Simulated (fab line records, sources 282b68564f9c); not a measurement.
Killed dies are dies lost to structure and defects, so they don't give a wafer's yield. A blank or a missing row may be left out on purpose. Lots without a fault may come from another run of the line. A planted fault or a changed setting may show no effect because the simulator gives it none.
Problem report in the 8D (eight disciplines) form, filled by code | flow rit_cmos | the parts of the form that need people (team, actions taken, sign-off) are left out

1. THE PROBLEM
rf_fwd_power_W at RIT_GATE_ETCH_19 reads a mean of 223.4 W on 4 wafers of 2 lots; wafers without a fault read 159.3 W with a standard deviation of 0.55. That is +99 or more standard deviations from the usual mean.
The step: etches poly-Si in SF6/CHF3/O2, stops on SiO2, time 165 s, target depth 312.5 nm.
First seen on wafer L345.2, day 4 09:01, on rie_si-01. The record holds 42 wafers of 14 lots with a number at this step. Rule for "out", or "out of limits": more than 4 standard deviations from the usual mean. The other wafers with a number count as sound.

2. WHAT IT IS AND WHAT IT IS NOT
question                    | is                             | is not
which readings at this step | rf_fwd_power_W                 | O2_flow_sccm, drypump_motor_current_A, oes_product_au, throttle_valve_pct
which lots                  | L345, L347                     | L337, L338, L339, L340, L341, L346, L352, L354, L356, L358, L359, L360
which wafers of those lots  | L345.2, L345.4, L347.2, L347.4 | L345.3, L347.1
read on which tools         | rie_si-01                      | rie_si-02
when                        | from day 4 09:01               | up to then (16 sound wafers); but 22 sound wafers of L346, L347, L352, L354, L356, L358, L359, L360 came after

3. SUSPECTS, AND WHAT RULES EACH OUT
Counting: a tool at a process step up to the reading stays a suspect if it ran every lot that is out. Sound lots after the first of them don't rule it out here, since some wafers of a struck lot are sound.
- rie_si-01 at RIT_GATE_ETCH_19 (etches poly-Si in SF6/CHF3/O2, stops on SiO2, time 165 s, target depth 312.5 nm): kept. It ran every lot that is out, first L345 (day 4 09:01); its last sound lot up to then is L341 (day 3 12:42). Its own readings are out on those wafers: rf_fwd_power_W.
- Within rie_si-01 at RIT_GATE_ETCH_19: the wafers that are out ran in chamber 3; their sound lot-mates ran in chambers 0, 2.
Left after counting: rie_si-01 at RIT_GATE_ETCH_19.

4. THE CAUSE (what the simulator had put in)
Process parameter drift: rie_si-01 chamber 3, from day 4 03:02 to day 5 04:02, at RIT_GATE_ETCH_19. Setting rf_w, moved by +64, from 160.
Counting left only this tool.

5. THE CHAIN OF EFFECTS, in route order
Each row: a reading whose mean over the struck wafers that have a number lies more than 3 standard deviations from the usual. Only readings for which the record gives a usual standard deviation are gone through. hours: the time from each lot's start at the first step in this table that gives one to its start at this step, as a median over the lots. sigmas: the change in usual standard deviations.
hours | step             | reading        | usual   | on struck wafers | change | sigmas
0     | RIT_GATE_ETCH_19 | rf_fwd_power_W | 159.3 W | 223.4            | +64.1  | +99 or more
The process steps in it:
- RIT_GATE_ETCH_19: etches poly-Si in SF6/CHF3/O2, stops on SiO2, time 165 s, target depth 312.5 nm.

6. WHAT WOULD HAVE CAUGHT IT SOONER
In this record the first reading out of limits was taken at day 4 09:01, 6 hours after the fault began at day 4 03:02.
